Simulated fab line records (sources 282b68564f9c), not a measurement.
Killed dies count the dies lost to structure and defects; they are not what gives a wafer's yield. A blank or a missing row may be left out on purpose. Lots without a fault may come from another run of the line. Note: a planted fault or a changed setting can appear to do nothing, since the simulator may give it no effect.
8D (eight disciplines) problem report, filled in by code ; flow rit-cmos ; the parts of the form that need people (team, actions taken, sign-off) are left out

## 1. THE PROBLEM
Mean of killed-at-front-end at RIT_M1_PROBE_99: 30 across 6 wafers in 2 lots; on wafers with no fault it is 7 (standard deviation 3.1). Measured from the usual mean, that is +7.4 standard deviations.
Seen first at day 9 02:20 on prober-02, wafer L420.1. Wafers with a number at this step in the record: 12, from 4 lots. Rule for "out" (also "out of limits"): further than 4 standard deviations from the usual mean. The rest of the wafers with a number are treated as sound.

## 2. WHAT IT IS AND WHAT IT IS NOT
question;is;is not
which readings at this step;killed-at-front-end, killed-dies;killed_at_M0_to_M3, killed-open, killed-short
which lots;L419, L420;L410, L411
which wafers of those lots;all that have a number;-
read on which tools;prober-01, prober-02;-
when;from day 9 02:20;up to then (6 sound wafers)

## 3. SUSPECTS, AND WHAT RULES EACH OUT
Counting: any tool at a process step up to the reading is kept as a suspect provided that every lot that is out went through it and no sound lot did after the first of them.
- plasma-asher-01 at RIT_GATE_STRIP_20 (strips in O2, time 180 s): kept. All lots that are out passed through it, beginning with L420 at day 8 04:04, and no sound lot followed; its final sound lot before that point was L410 at day 5 16:53.
The count leaves plasma-asher-01 at RIT_GATE_STRIP_20.

## 4. THE CAUSE (what the simulator had put in)
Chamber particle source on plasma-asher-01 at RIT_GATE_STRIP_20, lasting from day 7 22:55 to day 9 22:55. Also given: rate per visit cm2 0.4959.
The count eliminated every tool but this one.

## 5. SEQUENCE OF EFFECTS, ordered by route
One row per reading whose mean, taken over the struck wafers that have a number, lies over 3 standard deviations from the usual. Scope: only readings with a usual standard deviation given in the record; hours: median across lots of the time from each lot's start at the first step in this table that gives one to its start at this step; sigmas: change in usual standard deviations.
hours;step;reading;usual;on struck wafers;change;sigmas
0;RIT_M1_PROBE_99;killed-at-front-end;7;30;+23;+7.4
0;RIT_M1_PROBE_99;killed-dies;7;30;+23;+7.4
0;RIT_M1_PROBE_99;killed-on-rim;1.9;7.0;+5.1;+3.4
Here are the process steps it includes:
- RIT_M1_PROBE_99

## 6. WHAT WOULD HAVE CAUGHT IT SOONER
The fault began at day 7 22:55; the first out-of-limits reading in this record came at day 9 02:20, 27 hours later.
An alarm limit of 4 standard deviations would not have fired on the tool readings at RIT_GATE_STRIP_20 for which the record gives a usual standard deviation, since none of them was out on any struck wafer.
All the lots that are out (2) had begun RIT_GATE_STRIP_20 on plasma-asher-01 by day 9 02:20. Had the tool been put on hold then, not one of them would have been saved.
